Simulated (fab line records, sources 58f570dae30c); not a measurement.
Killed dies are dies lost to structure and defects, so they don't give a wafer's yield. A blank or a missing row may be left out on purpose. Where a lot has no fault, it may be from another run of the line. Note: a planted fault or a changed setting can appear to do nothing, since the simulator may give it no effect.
Which tool is to blame? :: flow berkeley_cmos170 :: Sampling: 14 lots, 41 wafers, 2 of 331 route steps

## WHAT EACH GAUGE READ, for each wafer
UCB170_WELLDRIVE_THK_MEAS_02.
lot: L527
measured: day 3 12:19
on: film_metro-01
WELLDRIVE_OXIDE_THK (nm): 200 199 199

lot: L529
measured: day 3 21:40
on: film_metro-03
WELLDRIVE_OXIDE_THK (nm): 205 195 199

lot: L530
measured: day 3 21:42
on: film_metro-01
WELLDRIVE_OXIDE_THK (nm): 198 198 195

lot: L531
measured: day 4 01:10
on: film_metro-03
WELLDRIVE_OXIDE_THK (nm): 198 198 200

lot: L532
measured: day 4 11:16
on: film_metro-03
WELLDRIVE_OXIDE_THK (nm): 175 172 173

lot: L533
measured: day 4 11:16
on: film_metro-01
WELLDRIVE_OXIDE_THK (nm): 180 181

lot: L538
measured: day 6 02:25
on: film_metro-02
WELLDRIVE_OXIDE_THK (nm): 204 202 200

lot: L542
measured: day 6 14:58
on: film_metro-02
WELLDRIVE_OXIDE_THK (nm): 200 199 197

lot: L544
measured: day 7 16:52
on: film_metro-02
WELLDRIVE_OXIDE_THK (nm): 202 202 199

lot: L546
measured: day 7 16:51
on: film_metro-01
WELLDRIVE_OXIDE_THK (nm): 209 210 207

lot: L545
measured: day 7 19:39
on: film_metro-01
WELLDRIVE_OXIDE_THK (nm): 200 198 199

lot: L547
measured: day 7 19:39
on: film_metro-02
WELLDRIVE_OXIDE_THK (nm): 200 201 199

lot: L548
measured: day 7 23:08
on: film_metro-01
WELLDRIVE_OXIDE_THK (nm): 200 197 197

lot: L550
measured: day 8 09:20
on: film_metro-01
WELLDRIVE_OXIDE_THK (nm): 202 206 204

## WHICH TOOL RAN EACH LOT (tool, then ch and the chambers of the sampled wafers, then the start)
lot: L527
UCB170_WELLDRIVE_OXIDATION_01: furnace-01 ch 0, day 3 08:49

lot: L529
UCB170_WELLDRIVE_OXIDATION_01: furnace-01 ch 0, day 3 18:10

lot: L530
UCB170_WELLDRIVE_OXIDATION_01: furnace-01 ch 0, day 3 18:10

lot: L531
UCB170_WELLDRIVE_OXIDATION_01: furnace-01 ch 0, day 3 21:40

lot: L532
UCB170_WELLDRIVE_OXIDATION_01: furnace-01 ch 0, day 4 07:46

lot: L533
UCB170_WELLDRIVE_OXIDATION_01: furnace-01 ch 0, day 4 07:46

lot: L538
UCB170_WELLDRIVE_OXIDATION_01: furnace-02 ch 0, day 5 22:55

lot: L542
UCB170_WELLDRIVE_OXIDATION_01: furnace-02 ch 0, day 6 11:28

lot: L544
UCB170_WELLDRIVE_OXIDATION_01: furnace-04 ch 0, day 7 13:21

lot: L546
UCB170_WELLDRIVE_OXIDATION_01: furnace-04 ch 0, day 7 13:21

lot: L545
UCB170_WELLDRIVE_OXIDATION_01: furnace-01 ch 0, day 7 16:08

lot: L547
UCB170_WELLDRIVE_OXIDATION_01: furnace-01 ch 0, day 7 16:08

lot: L548
UCB170_WELLDRIVE_OXIDATION_01: furnace-01 ch 0, day 7 19:38

lot: L550
UCB170_WELLDRIVE_OXIDATION_01: furnace-01 ch 0, day 8 05:50
- UCB170_WELLDRIVE_OXIDATION_01: target thk 199 nm, ox time 9000 s.

## AS READ BY THE TOOLS THEMSELVES (means over the sampled wafers that have a number; for cases with no such wafer, the mark the record gives instead)
The record holds no such reading with a usual standard deviation.

## THE ANSWER, worked out from the rows above alone
Rule: the usual values come from the lots themselves. Put in order of their means at a reading, lots are off if they are a third of the lots or fewer, leave a main group of 4 or more, and stand apart from it by a gap of 3 or more times the standard deviation of the main group's means; of several such gaps the widest counts. The tables above print the reading to a certain number of digits; a main group whose means all agree to those digits is not used. A lot without any number at a reading at which 4 lots or more have one is off too. Any other lot the step has rows for is counted as sound. The gauges are gone through in route order, then the tools' own readings, and for those a lot's mean is taken as printed above. The first step at which some lot is off is used, and at that step the reading that is off furthest; a lot without a number counts as furthest.
Off: L532, L533, seen at UCB170_WELLDRIVE_THK_MEAS_02 (WELLDRIVE_OXIDE_THK). For the main group the mean is 200 nm and the standard deviation 3.
A tool fits if, at a process step before that reading, it ran every lot that is off, and no sound lot after the first of them. Those tools and the gauges at UCB170_WELLDRIVE_THK_MEAS_02 are tried in the same way. No candidate that was tried fits.

## WHAT WAS PUT IN BY THE SIMULATOR
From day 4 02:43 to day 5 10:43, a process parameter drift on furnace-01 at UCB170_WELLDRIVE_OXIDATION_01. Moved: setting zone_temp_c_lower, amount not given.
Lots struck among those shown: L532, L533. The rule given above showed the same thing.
